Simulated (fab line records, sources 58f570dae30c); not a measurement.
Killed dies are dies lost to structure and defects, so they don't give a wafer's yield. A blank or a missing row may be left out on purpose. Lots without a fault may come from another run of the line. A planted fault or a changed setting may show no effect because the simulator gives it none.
Split-lot experiment | flow berkeley_cmos170 | 5 lots, 27 wafers read, on a route of 331 steps

THE SPLIT
At UCB170_NWELL_ETCH_13 (etches Si3N4 in CH3F/Ar/O2, stops on SiO2, target depth 246.4 nm, time 154 s), the setting target_depth_a was moved away from the recipe's 2464 angstrom on 12 of the 27 wafers read, by +23.0% to +46.1%. The other wafers ran this setting at the recipe's value.

The reading is taken at the split's own step.

THE READING
oes_product_au, in a.u., at UCB170_NWELL_ETCH_13 (etches Si3N4 in CH3F/Ar/O2, stops on SiO2, target depth 246.4 nm, time 154 s). Fault-free wafers of this fab line usually give 0.943 a.u., standard deviation 0.015 a.u..

wafer  | tool, chamber at the split | target_depth_a as run, angstrom | against the recipe | oes_product_au, a.u. | against lot-mates on the recipe
L075.1 | rie_diel-01, 1             | 2464                            | recipe             | 0.961                | -
L075.2 | rie_diel-01, 0             | 3601                            | +46.1%             | 0.754                | -0.200
L075.3 | rie_diel-01, 2             | 3601                            | +46.1%             | 0.758                | -0.196
L075.4 | rie_diel-01, 3             | 2464                            | recipe             | 0.950                | -
L075.5 | rie_diel-01, 2             | 2464                            | recipe             | 0.950                | -
L075.6 | rie_diel-01, 1             | 3601                            | +46.1%             | 0.783                | -0.171
L078.1 | rie_diel-01, 3             | 2464                            | recipe             | 0.939                | -
L078.2 | rie_diel-01, 2             | 3030                            | +23.0%             | 0.848                | -0.098
L078.3 | rie_diel-01, 1             | 3030                            | +23.0%             | 0.858                | -0.088
L078.4 | rie_diel-01, 1             | 3030                            | +23.0%             | 0.852                | -0.094
L078.5 | rie_diel-01, 2             | 2464                            | recipe             | 0.953                | -
L078.6 | rie_diel-01, 3             | 2464                            | recipe             | 0.946                | -
L079.1 | rie_diel-03, 2             | 3130                            | +27.0%             | 0.834                | -0.111
L079.2 | rie_diel-03, 1             | 3130                            | +27.0%             | 0.804                | -0.141
L079.3 | rie_diel-03, 3             | 3130                            | +27.0%             | 0.810                | -0.135
L079.4 | rie_diel-03, 0             | 2464                            | recipe             | 0.953                | -
L079.5 | rie_diel-03, 1             | 2464                            | recipe             | 0.920                | -
L079.6 | rie_diel-03, 2             | 2464                            | recipe             | 0.963                | -
L082.1 | rie_diel-04, 3             | 2464                            | recipe             | 0.926                | -
L082.2 | rie_diel-04, 0             | 2464                            | recipe             | 0.955                | -
L082.3 | rie_diel-04, 2             | 2464                            | recipe             | 0.966                | -
L081.1 | rie_diel-03, 3             | 3353                            | +36.1%             | 0.773                | -0.168
L081.2 | rie_diel-03, 1             | 2464                            | recipe             | 0.907                | -
L081.3 | rie_diel-03, 0             | 2464                            | recipe             | 0.963                | -
L081.4 | rie_diel-03, 2             | 3353                            | +36.1%             | 0.799                | -0.142
L081.5 | rie_diel-03, 3             | 3353                            | +36.1%             | 0.787                | -0.154
L081.6 | rie_diel-03, 2             | 2464                            | recipe             | 0.953                | -

THE FIT
A straight line over all 27 wafers: oes_product_au changes by -0.00421 a.u. for each +1% of target_depth_a; r = -0.98; the points scatter about the line by 0.017 a.u..
The same after taking each lot's own level away (the mean of its wafers on the recipe; 27 wafers): -0.00423 a.u. for each +1%; r = -0.98; scatter 0.016 a.u..
On that fit, the largest move of target_depth_a shifts the reading by 0.2 a.u..
The lots' own levels span 0.9410 to 0.9537 a.u., that is 0.8 times the standard deviation above.
So the lot-to-lot level changes the slope little: the two slopes agree.
Check: with one of the wafers moved furthest among these (+46.1%) left out of the fit, the line predicts -0.195 a.u. for it against its lot-mates. It came out at -0.2 a.u. against them.
Tool readings at the split's step, against how far the setting was moved: oes_product_au r = -0.98.

THE WHOLE CHAIN: every reading that the file lists as answering this split, in the file's order
step                  | what it does                                                                 | reading                                                                      | change (the file's fit)                   | r (the file's)
UCB170_NWELL_ETCH_13  | etches Si3N4 in CH3F/Ar/O2, stops on SiO2, target depth 246.4 nm, time 154 s | oes_product_au                                                               | -0.00425 a.u. for each +1% of the setting | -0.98
UCB170_NWELL_ETCH_13  | etches Si3N4 in CH3F/Ar/O2, stops on SiO2, target depth 246.4 nm, time 154 s | KrF_of_NWELL_COAT_07.thk_nm (the simulator's own value, which no gauge read) | -1.62 nm for each +1% of the setting      | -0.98
UCB170_NWELL_STRIP_15 | strips in O2                                                                 | strip_time_to_endpoint_s                                                     | withheld for each +1% of the setting      | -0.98

THE FILE'S OWN FIT
oes_product_au changes by -0.00425 a.u. for each +1% of target_depth_a, r = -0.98.
